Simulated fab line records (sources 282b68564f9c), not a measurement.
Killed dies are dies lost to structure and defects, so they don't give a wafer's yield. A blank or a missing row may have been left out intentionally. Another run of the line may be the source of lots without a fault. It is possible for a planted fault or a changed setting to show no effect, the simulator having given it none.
Which tool did it?    flow rit_cmos    Sampling: 14 lots, 41 wafers, 4 of 202 route steps

== WHAT THE GAUGES SHOWED, per wafer ==
RIT_FOX2_THK_MEAS_01. Usual: FOX2_OXIDE_THK 348 nm, standard deviation 5.5.
lot   measured     on             FOX2_OXIDE_THK (nm)  flag
L157  day 2 03:40  film_metro-04  346 340 344          
L159  day 2 11:33  film_metro-03  353 349 350          
L160  day 2 16:00  film_metro-03  341 343 345          
L161  day 2 21:34  film_metro-02  344 341 338          
L163  day 3 06:23  film_metro-04  357 356 353          
L165  day 3 16:48  film_metro-02  346 346 348          
L168  day 4 06:26  film_metro-04  346 339 344          
L172  day 5 02:53  film_metro-04  346 350              
L173  day 5 09:08  film_metro-04  350 354 354          
L174  day 5 13:27  film_metro-02  348 346 348          
L175  day 5 17:31  film_metro-03  339 345 340          
L176  day 5 22:49  film_metro-02  351 342 351          
L177  day 6 03:22  film_metro-02  350 359 361          
L178  day 6 10:07  film_metro-02  358 356 356          

RIT_NRETRO_OVL_MEAS_06. Usual: NRETRO_OVL 1.8 nm, standard deviation 1.2.
lot   measured     on          NRETRO_OVL (nm)  flag
L157  day 2 14:18  overlay-02  2.4 1.9 1.6      
L159  day 2 22:59  overlay-02  0.9 2.3 3.3      
L160  day 3 02:40  overlay-01  4.4 2.2 2.2      
L161  day 3 07:56  overlay-01  1.2 0.7 1.1      
L163  day 3 16:47  overlay-01  2.8 1.6 2.4      
L165  day 4 03:43  overlay-01  -0.4 -0.5 0.3    
L168  day 4 17:46  overlay-02  1.4 1.4 0.8      
L172  day 5 13:49  overlay-01  5.1 2.9          
L173  day 5 19:28  overlay-01  3.5 3.2 3.2      
L174  day 6 00:19  overlay-02  0.3 2.1 1.4      
L175  day 6 05:02  overlay-01  4.3 1.0 2.1      
L176  day 6 09:20  overlay-01  2.7 3.6 2.9      
L177  day 6 14:10  overlay-02  1.5 3.3 2.1      
L178  day 6 20:33  overlay-02  2.2 2.0 1.4      

RIT_GATE_THK_MEAS_07. Usual: GATE_OXIDE_THK 2.99 nm, standard deviation 0.061.
lot   measured     on             GATE_OXIDE_THK (nm)  flag
L157  day 2 19:23  film_metro-03  2.90 2.96 2.95       
L159  day 3 03:12  film_metro-04  3.03 3.00 3.10       
L160  day 3 09:59  film_metro-04  2.96 3.00 2.86       
L161  day 3 12:01  film_metro-02  2.92 2.99 2.92       
L163  day 3 20:48  film_metro-03  3.07 3.14 3.07       
L165  day 4 09:19  film_metro-04  2.94 2.94 3.01       
L168  day 5 00:17  film_metro-04  2.97 2.95 2.99       
L172  day 5 17:57  film_metro-03  2.98 2.87            
L173  day 5 23:58  film_metro-04  3.00 3.00 3.02       
L174  day 6 04:41  film_metro-02  3.00 2.98 3.01       
L175  day 6 09:04  film_metro-02  2.97 2.99 3.02       
L176  day 6 13:29  film_metro-03  3.00 3.02 2.96       
L177  day 6 18:37  film_metro-02  3.08 3.05 2.98       
L178  day 7 01:02  film_metro-02  2.98 2.96 3.01       

== EACH LOT AND THE TOOL THAT RAN IT (in order: tool; ch and the chambers of the sampled wafers; start) ==
lot   RIT_PWELL_STRIP_09
L157  plasma_asher-02 ch 0,1, day 2 07:52
L159  plasma_asher-04 ch 0,1, day 2 16:31
L160  plasma_asher-04 ch 0,1, day 2 19:56
L161  plasma_asher-02 ch 0,1, day 3 01:32
L163  plasma_asher-04 ch 0,1, day 3 10:20
L165  plasma_asher-02 ch 0,1, day 3 21:17
L168  plasma_asher-02 ch 0,1, day 4 10:34
L172  plasma_asher-02 ch 0,1, day 5 06:48
L173  plasma_asher-03 ch 0,1, day 5 13:02
L174  plasma_asher-04 ch 0,1, day 5 17:44
L175  plasma_asher-03 ch 0,1, day 5 21:31
L176  plasma_asher-03 ch 0, day 6 02:49
L177  plasma_asher-03 ch 0,1, day 6 07:37
L178  plasma_asher-03 ch 0,1, day 6 14:07
- RIT_PWELL_STRIP_09: strips in O2, time 180 s.

== WHAT THE TOOLS THEMSELVES READ (means of the sampled wafers that have a number; where no wafer has one, the mark that the record gives instead) ==
RIT_PWELL_STRIP_09. Usual: chamber_pressure_mTorr 4000 mTorr, standard deviation 3.9; drypump_motor_current_A 5.6 A, standard deviation 0.34; o2_flow_sccm 4000 sccm, standard deviation 10.
lot   tool             chamber_pressure_mTorr (mTorr)  drypump_motor_current_A (A)  o2_flow_sccm (sccm)  flag
L157  plasma_asher-02  3997                            5.7                          4005                 
L159  plasma_asher-04  3999                            5.1                          3989                 
L160  plasma_asher-04  3999                            5.2                          4006                 
L161  plasma_asher-02  3999                            5.9                          3994                 
L163  plasma_asher-04  4002                            5.1                          4002                 
L165  plasma_asher-02  3998                            5.9                          4007                 
L168  plasma_asher-02  4003                            5.9                          3465                 OFF
L172  plasma_asher-02  4000                            5.8                          3603                 OFF
L173  plasma_asher-03  4002                            5.9                          3991                 
L174  plasma_asher-04  3999                            5.3                          4002                 
L175  plasma_asher-03  4003                            5.8                          4010                 
L176  plasma_asher-03  4001                            5.6                          3993                 
L177  plasma_asher-03  4003                            5.9                          4002                 
L178  plasma_asher-03  4000                            5.7                          4005                 

== THE ANSWER, worked out from the rows above alone ==
Rule: lot off if the mean of its wafers having a number is beyond 3 standard deviations from the usual mean. A lot without any number at a reading at which 4 lots or more have one is off too. Any other lot the step has rows for is counted as sound. Order of review: gauges by route order, followed by the tools' own readings, for which a lot's mean as printed above is used. At the first step where some lot is off, the reading lying furthest off is the one used; lots without a number count as furthest.
Off: L168, L172, at RIT_PWELL_STRIP_09 (o2_flow_sccm).
If a tool, at that step or one of the process steps before it, ran each lot that is off and ran no sound lot following the first of them, it fits. One fits: plasma_asher-02 at RIT_PWELL_STRIP_09. Its last sound lot is L165 (day 3 21:17), its first lot that is off L168 (day 4 10:34): a fault that began between those two fits.
The tool's own readings at RIT_PWELL_STRIP_09 bear it out: on the lots that are off they differ by more than 5 times the standard deviation of the sound lots' means. o2_flow_sccm reads 3534 sccm there against 4000 sccm on the sound lots.

== WHAT THE SIMULATOR HAD INSERTED ==
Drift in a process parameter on plasma_asher-02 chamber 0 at RIT_PWELL_STRIP_09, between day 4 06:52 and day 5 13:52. Setting o2_flow_sccm shifted by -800 from 4000. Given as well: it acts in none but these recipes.
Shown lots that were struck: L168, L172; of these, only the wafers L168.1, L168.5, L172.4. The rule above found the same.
